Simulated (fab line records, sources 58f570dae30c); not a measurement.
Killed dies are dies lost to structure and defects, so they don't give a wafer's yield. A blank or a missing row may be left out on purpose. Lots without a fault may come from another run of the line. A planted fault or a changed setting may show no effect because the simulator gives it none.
Which tool did it? | flow berkeley_cmos170 | 14 lots, 42 wafers sampled, at 1 step of a route of 331

WHAT THE GAUGES READ, wafer by wafer
UCB170_ACTIVE_OVL_MEAS_14.
lot  | measured    | on         | ACTIVE_OVL (nm)
L233 | day 4 00:57 | overlay-01 | 8 -4 3
L234 | day 4 11:20 | overlay-01 | 5 6 2
L236 | day 4 22:01 | overlay-02 | -2 3 8
L235 | day 4 22:18 | overlay-02 | 1 5 4
L237 | day 5 04:32 | overlay-01 | -2 9 2
L240 | day 5 13:44 | overlay-02 | -6 -2 -3
L241 | day 5 14:04 | overlay-02 | -6 -5 -6
L245 | day 6 07:41 | overlay-01 | 6 8 8
L249 | day 7 09:41 | overlay-02 | 1 -3 -3
L250 | day 7 09:57 | overlay-01 | -8 -5 -10
L253 | day 8 06:57 | overlay-02 | -1 2 9
L254 | day 8 12:03 | overlay-01 | 8 6 11
L256 | day 8 16:07 | overlay-01 | 7 1 3
L255 | day 8 16:16 | overlay-02 | -1 1 -1

WHICH TOOL RAN EACH LOT (tool, then ch and the chambers of the sampled wafers, then the start)
The record holds no process step before these readings.

WHAT THE TOOLS THEMSELVES READ (means of the sampled wafers that have a number; where no wafer has one, the mark that the record gives instead)
The record holds no such reading with a usual standard deviation.

THE ANSWER, worked out from the rows above alone
Rule: what is usual is taken from the lots themselves. Put in order of their means at a reading, lots are off if they are a third of the lots or fewer, leave a main group of 4 or more, and stand apart from it by a gap of 3 or more times the standard deviation of the main group's means; of several such gaps the widest counts. A main group whose means are all the same, to the digits that the tables above print for the reading, isn't used. A lot without any number at a reading at which 4 lots or more have one is off too. The other lots that the step has rows for count as sound. The gauges are gone through in route order, then the tools' own readings, and for those a lot's mean is taken as printed above. The first step at which some lot is off is used, and at that step the reading that is off furthest; a lot without a number counts as furthest.
No lot is off at any reading shown: from this, nothing can be told.

WHAT THE SIMULATOR HAD PUT IN
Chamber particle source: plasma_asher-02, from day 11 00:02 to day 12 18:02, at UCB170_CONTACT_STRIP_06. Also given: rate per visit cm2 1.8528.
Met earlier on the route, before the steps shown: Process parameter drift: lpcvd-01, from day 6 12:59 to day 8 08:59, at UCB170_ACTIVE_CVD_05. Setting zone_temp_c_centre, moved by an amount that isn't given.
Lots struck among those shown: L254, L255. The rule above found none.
